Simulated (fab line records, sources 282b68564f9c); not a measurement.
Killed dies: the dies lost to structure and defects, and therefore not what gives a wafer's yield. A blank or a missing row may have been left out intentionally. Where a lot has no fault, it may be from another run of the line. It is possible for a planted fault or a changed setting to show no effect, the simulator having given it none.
Code-filled problem report in 8D (eight disciplines) form ; flow rit cmos ; the parts of the form that need people (team, actions taken, sign-off) are left out

## 1. WHAT IS WRONG
SPACER_NITRIDE_THK at RIT_SPACER_THK_MEAS_04 reads a mean of 276.2 nm on 6 wafers of 2 lots; wafers without a fault read 250.0 nm with a standard deviation of 2.2. That is +12 standard deviations from the usual mean.
Earliest sighting: wafer L410.1 on film metro-01 at day 6 08:08. Wafers with a number at this step in the record: 42, from 14 lots. The rule behind "out" and "out of limits": a value lying over 4 standard deviations away from the usual mean. The other wafers with a number count as sound.

## 2. WHAT IT IS, WHAT IT ISN'T
question;is;is not
which readings at this step;SPACER_NITRIDE_THK;-
which lots;L410, L411;L394, L395, L396, L397, L399, L400, L401, L403, L404, L407, L408, L409
which wafers of those lots;all that have a number;-
read on which gauges;film metro-01;film metro-03, film metro-04
when;from day 6 08:08;up to then (36 sound wafers)

## 3. WHAT RULES OUT EACH SUSPECT
Counting: a tool at any process step up to the reading remains a suspect when it ran all the lots that are out and ran no sound lot after the first of those.
- ruled out: the gauge at RIT_SPACER_THK_MEAS_04. All the wafers that are out were read on film metro-01, but those of them that RIT_SPACER_CVD_03 has rows for are out there too, on other tools.
- lpcvd-01 at RIT_SPACER_CVD_03 (deposits Si3N4 from SiH2Cl2/NH3, target thk 250 nm, time 3300 s): kept. It processed each lot that is out, first L410 at day 6 06:13, and no sound lot thereafter; up to then, the last sound lot it processed was L408 at day 6 00:48. On those wafers its own readings are out: spike tc centre C.
Left after counting: lpcvd-01 at RIT_SPACER_CVD_03.

## 4. THE CAUSE (what the simulator had put in)
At RIT_SPACER_CVD_03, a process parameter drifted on lpcvd-01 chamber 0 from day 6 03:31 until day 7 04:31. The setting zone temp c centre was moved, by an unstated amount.
Only this tool survived the counting.

## 5. SEQUENCE OF EFFECTS, ordered by route
One row per reading whose mean, taken over the struck wafers that have a number, lies over 3 standard deviations from the usual. Only readings for which the record gives a usual standard deviation are gone through. hours: the time from each lot's start at the first step in this table that gives one to its start at this step, as a median over the lots. sigmas: the change in usual standard deviations.
hours;step;reading;usual;on struck wafers;change;sigmas
0;RIT_SPACER_CVD_03;spike tc centre C;812.6 C;824.7;+12.1;+8.7
2;RIT_SPACER_THK_MEAS_04;SPACER_NITRIDE_THK;250.0 nm;276.2;+26.2;+12
2;RIT_SPACER_ETCHBACK_05;oes product au;0.845 a.u.;0.914;+0.069;+5.3
Process steps it contains:
- RIT_SPACER_CVD_03: deposits Si3N4 from SiH2Cl2/NH3, target thk 250 nm, time 3300 s.
- RIT_SPACER_ETCHBACK_05: etches Si3N4 in SF6/CHF3, stops on SiO2, target depth 250 nm, time 240 s.

## 6. WHAT WOULD HAVE CAUGHT IT SOONER
Counted from the fault's start at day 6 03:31, it took 5 hours until the first out-of-limits reading at a measuring or inspecting step in this record, taken at day 6 08:08.
Tool's own readings at RIT_SPACER_CVD_03, spike tc centre C: out on all struck wafers the step has rows for; an alarm limit on them would have tripped on the first.
L411, from the lots that are out (2), started RIT_SPACER_CVD_03 on lpcvd-01 later than day 6 08:08. Putting the tool on hold at that point would have spared it.
